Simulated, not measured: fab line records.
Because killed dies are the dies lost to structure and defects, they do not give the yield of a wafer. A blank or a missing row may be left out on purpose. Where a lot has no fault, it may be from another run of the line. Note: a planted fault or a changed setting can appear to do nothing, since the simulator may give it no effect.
Chamber matching    flow berkeley-cmos170    3 sister chambers for UCB170_V2_CVD_00 on pecvd-04
The step deposits SiO2 from TEOS/O2, target thk 2000 nm, time 250 s. 18 wafers are shown with their chamber, then 9 later ones without.

## WAFERS WITH THEIR CHAMBER
wafer   chamber  heater-power-w (W)  rf-fwd-power-W (W)
L746.1  1        217                 549.7
L746.3  0        251                 545.7
L746.4  0        175                 546.4
L747.3  1        216                 548.5
L747.4  1        271                 548.1
L747.6  2        241                 546.8
L748.2  0        174                 547.3
L748.4  1        280                 551.3
L748.6  2        333                 548.0
L751.2  0        183                 548.4
L751.3  1        222                 550.2
L751.4  0        242                 549.3
L752.4  1        190                 549.3
L752.5  0        171                 548.7
L752.6  2        237                 546.3
L753.1  2        281                 550.4
L753.3  0        258                 546.6
L753.5  2        345                 548.2

SIGNATURES (means of the wafers above)
reading         chamber 0  chamber 1  chamber 2  scatter within a chamber
heater-power-w  207.71     232.67     287.40     41.7
rf-fwd-power-W  547.486    549.517    547.940    1.36
Rule: a wafer lies at a distance from a chamber equal to the root of the sum of squares, over the readings, of (its reading less the chamber's mean, divided by the reading's scatter). The wafer belongs to the nearest chamber; if the next one is less than 2 further off, it can't be placed. The scatter: the root of (the sum of the squares of (reading less its chamber's mean) over the shown wafers, divided by (wafers less chambers)).

## WAFERS WITHOUT THEIR CHAMBER
wafer   heater-power-w (W)  rf-fwd-power-W (W)
L759.3  320                 547.9
L759.4  190                 549.5
L759.6  248                 547.0
L763.1  193                 548.8
L763.2  305                 548.6
L763.5  185                 547.6
L765.2  220                 551.1
L765.3  217                 548.8
L765.6  268                 549.0

## EACH ONE'S CHAMBER
wafer   from the rows above           in truth
L759.3  can't be placed: 2 or 1 or 0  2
L759.4  can't be placed: 1 or 0 or 2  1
L759.6  can't be placed: 0 or 2 or 1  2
L763.1  can't be placed: 0 or 1 or 2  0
L763.2  can't be placed: 2 or 1 or 0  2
L763.5  can't be placed: 0 or 1 or 2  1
L765.2  can't be placed: 1 or 0 or 2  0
L765.3  can't be placed: 1 or 0 or 2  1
L765.6  can't be placed: 2 or 1 or 0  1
Placed correctly: 0 of 9. Not placeable from these rows: 9 (in 9, the candidates include the true chamber). Placed wrongly: 0.
